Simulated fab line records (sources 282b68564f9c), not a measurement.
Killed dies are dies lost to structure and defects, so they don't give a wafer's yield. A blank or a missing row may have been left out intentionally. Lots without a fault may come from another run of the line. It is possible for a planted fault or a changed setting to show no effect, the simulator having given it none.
Which of the tools did it? :: flow rit cmos :: 13 lots with 39 wafers sampled at 5 steps, on a route of 202 steps

## WHAT THE GAUGES READ, wafer by wafer
RIT_NLDD_TW_MEAS_10. Usual: NLDD_TW typically reads 2479, with standard deviation 19.
lot: L347
measured: day 2 18:55
on: film metro-02
NLDD_TW: 2495 2501 2503
flag: 

lot: L348
measured: day 3 03:13
on: film metro-03
NLDD_TW: 2489 2482 2484
flag: 

lot: L350
measured: day 3 12:10
on: film metro-01
NLDD_TW: 2445 2453 2453
flag: 

lot: L351
measured: day 3 15:08
on: film metro-03
NLDD_TW: 2493 2497 2484
flag: 

lot: L352
measured: day 3 22:50
on: film metro-03
NLDD_TW: 2485 2496 2483
flag: 

lot: L353
measured: day 4 04:35
on: film metro-01
NLDD_TW: 2443 2460 2444
flag: 

lot: L354
measured: day 4 06:47
on: film metro-03
NLDD_TW: 2490 2497 2485
flag: 

lot: L355
measured: day 4 11:11
on: film metro-02
NLDD_TW: 2498 2499 2500
flag: 

lot: L358
measured: day 5 01:46
on: film metro-03
NLDD_TW: 2487 2481 2470
flag: 

lot: L360
measured: day 5 11:23
on: film metro-03
NLDD_TW: 2474 2471 2489
flag: 

lot: L367
measured: day 6 23:00
on: film metro-03
NLDD_TW: 2513 2500 2514
flag: 

lot: L369
measured: day 7 08:28
on: film metro-01
NLDD_TW: 2441 2440 2447
flag: 

lot: L370
measured: day 7 13:41
on: film metro-03
NLDD_TW: 2495 2483 2489
flag: 

RIT_M1_RS_MEAS_01: measurement is done with a four-point probe. Usual: M1_AL_RS typically reads 0.0733 ohm/sq, with standard deviation 0.0008.
lot: L347
measured: day 3 05:56
on: film metro-02
M1_AL_RS (ohm/sq): 0.0732 0.0732 0.0726
flag: 

lot: L348
measured: day 3 15:07
on: film metro-02
M1_AL_RS (ohm/sq): 0.0730 0.0720 0.0719
flag: 

lot: L350
measured: day 3 23:25
on: film metro-03
M1_AL_RS (ohm/sq): 0.0735 0.0732 0.0733
flag: 

lot: L351
measured: day 4 03:06
on: film metro-02
M1_AL_RS (ohm/sq): 0.0714 0.0717 0.0721
flag: 

lot: L352
measured: day 4 10:55
on: film metro-03
M1_AL_RS (ohm/sq): 0.0744 0.0739 0.0746
flag: 

lot: L353
measured: day 4 15:47
on: film metro-03
M1_AL_RS (ohm/sq): 0.0733 0.0737 0.0734
flag: 

lot: L354
measured: day 4 17:44
on: film metro-01
M1_AL_RS (ohm/sq): 0.0739 0.0744 0.0745
flag: 

lot: L355
measured: day 4 22:50
on: film metro-03
M1_AL_RS (ohm/sq): 0.0726 0.0730 0.0735
flag: 

lot: L358
measured: day 5 12:53
on: film metro-03
M1_AL_RS (ohm/sq): 0.0559 0.0561 0.0560
flag: OFF

lot: L360
measured: day 5 23:11
on: film metro-03
M1_AL_RS (ohm/sq): 0.0563 0.0556 0.0560
flag: OFF

lot: L367
measured: day 7 10:18
on: film metro-02
M1_AL_RS (ohm/sq): 0.0737 0.0736 0.0742
flag: 

lot: L369
measured: day 7 19:32
on: film metro-03
M1_AL_RS (ohm/sq): 0.0726 0.0734 0.0739
flag: 

lot: L370
measured: day 8 01:02
on: film metro-02
M1_AL_RS (ohm/sq): 0.0727 0.0733 0.0733
flag: 

RIT_M1_THK_MEAS_02: measures by xrf. Usual: M1_AL_THK typically reads 402 nm, with standard deviation 4.7.
lot: L347
measured: day 3 06:04
on: film metro-02
M1_AL_THK (nm): 401 400 406
flag: 

lot: L348
measured: day 3 15:14
on: film metro-02
M1_AL_THK (nm): 404 408 408
flag: 

lot: L350
measured: day 3 23:31
on: film metro-03
M1_AL_THK (nm): 401 402 400
flag: 

lot: L351
measured: day 4 03:13
on: film metro-02
M1_AL_THK (nm): 416 412 409
flag: 

lot: L352
measured: day 4 11:02
on: film metro-03
M1_AL_THK (nm): 394 396 393
flag: 

lot: L353
measured: day 4 15:55
on: film metro-03
M1_AL_THK (nm): 401 400 401
flag: 

lot: L354
measured: day 4 17:52
on: film metro-01
M1_AL_THK (nm): 399 395 392
flag: 

lot: L355
measured: day 4 22:57
on: film metro-03
M1_AL_THK (nm): 406 405 398
flag: 

lot: L358
measured: day 5 13:01
on: film metro-03
M1_AL_THK (nm): 525 524 522
flag: OFF

lot: L360
measured: day 5 23:17
on: film metro-03
M1_AL_THK (nm): 522 529 522
flag: OFF

lot: L367
measured: day 7 10:24
on: film metro-02
M1_AL_THK (nm): 400 399 398
flag: 

lot: L369
measured: day 7 19:39
on: film metro-03
M1_AL_THK (nm): 406 403 399
flag: 

lot: L370
measured: day 8 01:09
on: film metro-02
M1_AL_THK (nm): 402 402 401
flag: 

## TOOL THAT RAN EACH LOT (tool first, then ch and the chambers of the sampled wafers, then the start)
lot: L347
RIT_NSD_STRIP_09: plasma asher-02 ch 0,1, day 3 00:18
RIT_M1_SPUTTER_00: pvd sputter-02, day 3 05:39

lot: L348
RIT_NSD_STRIP_09: plasma asher-02 ch 0,1, day 3 09:19
RIT_M1_SPUTTER_00: pvd sputter-01, day 3 14:48

lot: L350
RIT_NSD_STRIP_09: plasma asher-02 ch 0,1, day 3 17:19
RIT_M1_SPUTTER_00: pvd sputter-04, day 3 23:05

lot: L351
RIT_NSD_STRIP_09: plasma asher-01 ch 0,1, day 3 21:24
RIT_M1_SPUTTER_00: pvd sputter-01, day 4 02:49

lot: L352
RIT_NSD_STRIP_09: plasma asher-03 ch 0,1, day 4 05:14
RIT_M1_SPUTTER_00: pvd sputter-04, day 4 10:37

lot: L353
RIT_NSD_STRIP_09: plasma asher-01 ch 0,1, day 4 09:46
RIT_M1_SPUTTER_00: pvd sputter-01, day 4 15:29

lot: L354
RIT_NSD_STRIP_09: plasma asher-03 ch 0,1, day 4 11:57
RIT_M1_SPUTTER_00: pvd sputter-04, day 4 17:27

lot: L355
RIT_NSD_STRIP_09: plasma asher-01 ch 0,1, day 4 16:55
RIT_M1_SPUTTER_00: pvd sputter-01, day 4 22:32

lot: L358
RIT_NSD_STRIP_09: plasma asher-02 ch 0, day 5 07:00
RIT_M1_SPUTTER_00: pvd sputter-04, day 5 12:36

lot: L360
RIT_NSD_STRIP_09: plasma asher-01 ch 0,1, day 5 17:34
RIT_M1_SPUTTER_00: pvd sputter-04, day 5 22:52

lot: L367
RIT_NSD_STRIP_09: plasma asher-02 ch 0,1, day 7 04:26
RIT_M1_SPUTTER_00: pvd sputter-01, day 7 09:58

lot: L369
RIT_NSD_STRIP_09: plasma asher-02 ch 0,1, day 7 13:45
RIT_M1_SPUTTER_00: pvd sputter-01, day 7 19:14

lot: L370
RIT_NSD_STRIP_09: plasma asher-03 ch 0,1, day 7 19:23
RIT_M1_SPUTTER_00: pvd sputter-01, day 8 00:44
- RIT_NSD_STRIP_09: strips in O2, time 180 s.
- RIT_M1_SPUTTER_00: material Al, target thk 400 nm, time 500 s.

## AS READ BY THE TOOLS THEMSELVES (means over the sampled wafers that have a number; for cases with no such wafer, the mark the record gives instead)
RIT_NSD_STRIP_09. Usual: chamber pressure mTorr 3999 mTorr, standard deviation 3.6; drypump motor current A 6.1 A, standard deviation 0.43; rf refl power W 6.7 W, standard deviation 1.6.
lot: L347
tool: plasma asher-02
chamber pressure mTorr (mTorr): 4001
drypump motor current A (A): 5.8
rf refl power W (W): 8.1
flag: 

lot: L348
tool: plasma asher-02
chamber pressure mTorr (mTorr): 3999
drypump motor current A (A): 6.1
rf refl power W (W): 6.9
flag: 

lot: L350
tool: plasma asher-02
chamber pressure mTorr (mTorr): 4003
drypump motor current A (A): 6.1
rf refl power W (W): 7.0
flag: 

lot: L351
tool: plasma asher-01
chamber pressure mTorr (mTorr): 4003
drypump motor current A (A): 6.5
rf refl power W (W): 5.7
flag: 

lot: L352
tool: plasma asher-03
chamber pressure mTorr (mTorr): 4000
drypump motor current A (A): 6.1
rf refl power W (W): 6.2
flag: 

lot: L353
tool: plasma asher-01
chamber pressure mTorr (mTorr): 4001
drypump motor current A (A): 6.5
rf refl power W (W): 5.9
flag: 

lot: L354
tool: plasma asher-03
chamber pressure mTorr (mTorr): 3999
drypump motor current A (A): 6.1
rf refl power W (W): 6.1
flag: 

lot: L355
tool: plasma asher-01
chamber pressure mTorr (mTorr): 4001
drypump motor current A (A): 6.5
rf refl power W (W): 5.8
flag: 

lot: L358
tool: plasma asher-02
chamber pressure mTorr (mTorr): 3998
drypump motor current A (A): 6.4
rf refl power W (W): 5.8
flag: 

lot: L360
tool: plasma asher-01
chamber pressure mTorr (mTorr): 4003
drypump motor current A (A): 6.5
rf refl power W (W): 5.7
flag: 

lot: L367
tool: plasma asher-02
chamber pressure mTorr (mTorr): 4000
drypump motor current A (A): 6.1
rf refl power W (W): 6.9
flag: 

lot: L369
tool: plasma asher-02
chamber pressure mTorr (mTorr): 3998
drypump motor current A (A): 5.8
rf refl power W (W): 8.2
flag: 

lot: L370
tool: plasma asher-03
chamber pressure mTorr (mTorr): 3997
drypump motor current A (A): 5.8
rf refl power W (W): 5.8
flag: 

RIT_M1_SPUTTER_00. Usual: 30.1 % for throttle valve pct, sd 0.97.
lot: L347
tool: pvd sputter-02
throttle valve pct (%): 30.2
flag: 

lot: L348
tool: pvd sputter-01
throttle valve pct (%): 29.7
flag: 

lot: L350
tool: pvd sputter-04
throttle valve pct (%): 30.4
flag: 

lot: L351
tool: pvd sputter-01
throttle valve pct (%): 29.5
flag: 

lot: L352
tool: pvd sputter-04
throttle valve pct (%): 30.5
flag: 

lot: L353
tool: pvd sputter-01
throttle valve pct (%): 29.4
flag: 

lot: L354
tool: pvd sputter-04
throttle valve pct (%): 30.3
flag: 

lot: L355
tool: pvd sputter-01
throttle valve pct (%): 30.5
flag: 

lot: L358
tool: pvd sputter-04
throttle valve pct (%): 30.3
flag: 

lot: L360
tool: pvd sputter-04
throttle valve pct (%): 30.4
flag: 

lot: L367
tool: pvd sputter-01
throttle valve pct (%): 29.8
flag: 

lot: L369
tool: pvd sputter-01
throttle valve pct (%): 29.9
flag: 

lot: L370
tool: pvd sputter-01
throttle valve pct (%): 30.6
flag: 

## THE ANSWER, worked out from the rows above alone
Rule: take the mean of a lot's wafers that have a number; if it is more than 3 standard deviations from the usual mean, the lot is off. Also off: a lot with no number at a reading for which 4 or more lots have one. Any other lot the step has rows for is counted as sound. Order of review: gauges by route order, followed by the tools' own readings, for which a lot's mean as printed above is used. The first step at which some lot is off is used, and at that step the reading that is off furthest; a lot without a number counts as furthest.
Off: L358, L360, at RIT_M1_RS_MEAS_01 (M1_AL_RS).
A tool fits if, at a process step before that reading, it ran every lot that is off, and no sound lot after the first of them. Gauges at RIT_M1_RS_MEAS_01: tried the same way as those tools. One candidate fits, namely pvd sputter-04 at RIT_M1_SPUTTER_00. A fault onset in the window from L354 (day 4 17:27, its last sound lot) to L358 (day 5 12:36, its first lot off) fits.

## WHAT THE SIMULATOR HAD INSERTED
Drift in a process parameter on pvd sputter-04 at RIT_M1_SPUTTER_00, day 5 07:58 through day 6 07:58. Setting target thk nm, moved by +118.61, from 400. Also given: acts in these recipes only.
Shown lots that were struck: L358, L360. The rule given above showed the same thing.
